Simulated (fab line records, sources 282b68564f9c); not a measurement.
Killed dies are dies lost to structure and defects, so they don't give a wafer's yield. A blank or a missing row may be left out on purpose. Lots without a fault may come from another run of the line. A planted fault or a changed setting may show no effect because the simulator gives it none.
Split-lot experiment | flow rit_cmos | 5 lots, 23 wafers read, on a route of 202 steps

THE SPLIT
At RIT_ACTIVE_CVD_03 (deposits Si3N4 from SiH2Cl2/NH3, target thk 150 nm, time 1500 s), the setting temp_c was moved away from the recipe's 810 C on 15 of the 23 wafers read, by +2.0% to +2.6%. The other wafers ran this setting at the recipe's value.

FROM THE SPLIT TO THE READING: what the file shows between them, 4 steps
- RIT_ACTIVE_THK_MEAS_04
- RIT_ACTIVE_DEVELOP_10: develop time 50 s (also split here: develop_time_s)
- RIT_ACTIVE_CD_MEAS_11: target cd 1400 nm
- RIT_ACTIVE_HARDBAKE_12: time 60 s

THE READING
oes_product_au, in a.u., at RIT_ACTIVE_ETCH_13 (etches Si3N4 in SF6, stops on SiO2, time 210 s, target depth 210 nm). Fault-free wafers of this fab line usually give 0.821 a.u., standard deviation 0.014 a.u..

wafer  | tool, chamber at the split | temp_c as run, C | against the recipe | oes_product_au, a.u. | against lot-mates on the recipe
L076.1 | -, -                       | 810              | recipe             | 0.824                | -
L076.2 | -, -                       | 810              | recipe             | 0.826                | -
L076.3 | -, -                       | 810              | recipe             | 0.833                | -
L076.4 | -, -                       | 810              | recipe             | 0.799                | -
L076.5 | -, -                       | 810              | recipe             | 0.823                | -
L077.1 | -, -                       | 829.7            | +2.4%              | 0.976                | no lot-mate on the recipe
L077.3 | -, -                       | 829.7            | +2.4%              | 0.990                | no lot-mate on the recipe
L077.4 | -, -                       | 829.7            | +2.4%              | 1.017                | no lot-mate on the recipe
L077.5 | -, -                       | 829.7            | +2.4%              | 1.012                | no lot-mate on the recipe
L077.6 | -, -                       | 829.7            | +2.4%              | 0.992                | no lot-mate on the recipe
L080.2 | -, -                       | 831.3            | +2.6%              | 1.018                | no lot-mate on the recipe
L080.3 | -, -                       | 831.3            | +2.6%              | 1.022                | no lot-mate on the recipe
L080.4 | -, -                       | 831.3            | +2.6%              | 1.024                | no lot-mate on the recipe
L080.5 | -, -                       | 831.3            | +2.6%              | 1.015                | no lot-mate on the recipe
L080.6 | -, -                       | 831.3            | +2.6%              | 1.020                | no lot-mate on the recipe
L082.1 | -, -                       | 826.5            | +2.0%              | 0.938                | no lot-mate on the recipe
L082.2 | -, -                       | 826.5            | +2.0%              | 0.973                | no lot-mate on the recipe
L082.3 | -, -                       | 826.5            | +2.0%              | 0.971                | no lot-mate on the recipe
L082.5 | -, -                       | 826.5            | +2.0%              | 0.952                | no lot-mate on the recipe
L082.6 | -, -                       | 826.5            | +2.0%              | 0.965                | no lot-mate on the recipe
L085.1 | lpcvd-01, 1                | 810              | recipe             | 0.823                | -
L085.3 | lpcvd-01, 1                | 810              | recipe             | 0.821                | -
L085.4 | lpcvd-01, 1                | 810              | recipe             | 0.831                | -

THE FIT
A straight line over all 23 wafers: oes_product_au changes by +0.0726 a.u. for each +1% of temp_c; r = +0.99; the points scatter about the line by 0.013 a.u..
Too few moved wafers have a lot-mate on the recipe to fit a line with each lot's own level taken away.

THE WHOLE CHAIN: every reading that the file lists as answering this split, in the file's order
step                   | what it does                                                        | reading                                                                        | change (the file's fit)                  | r (the file's)
RIT_ACTIVE_CVD_03      | deposits Si3N4 from SiH2Cl2/NH3, target thk 150 nm, time 1500 s     | Si3N4_of_ACTIVE_CVD_03.thk_nm (the simulator's own value, which no gauge read) | +25.8 nm for each +1% of the setting     | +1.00
RIT_ACTIVE_THK_MEAS_04 |                                                                     | ACTIVE_NITRIDE_THK                                                             | +25.8 for each +1% of the setting        | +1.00
RIT_ACTIVE_ETCH_13     | etches Si3N4 in SF6, stops on SiO2, time 210 s, target depth 210 nm | oes_product_au                                                                 | +0.0726 a.u. for each +1% of the setting | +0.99
RIT_ACTIVE_ETCH_13     | etches Si3N4 in SF6, stops on SiO2, time 210 s, target depth 210 nm | etch.depth_nm (the simulator's own value, which no gauge read)                 | +25.3 nm for each +1% of the setting     | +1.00
RIT_ACTIVE_ETCH_13     | etches Si3N4 in SF6, stops on SiO2, time 210 s, target depth 210 nm | ACTIVE.feature_depth_nm (the simulator's own value, which no gauge read)       | +24.6 nm for each +1% of the setting     | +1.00

THE FILE'S OWN FIT
oes_product_au changes by +0.0726 a.u. for each +1% of temp_c, r = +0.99.
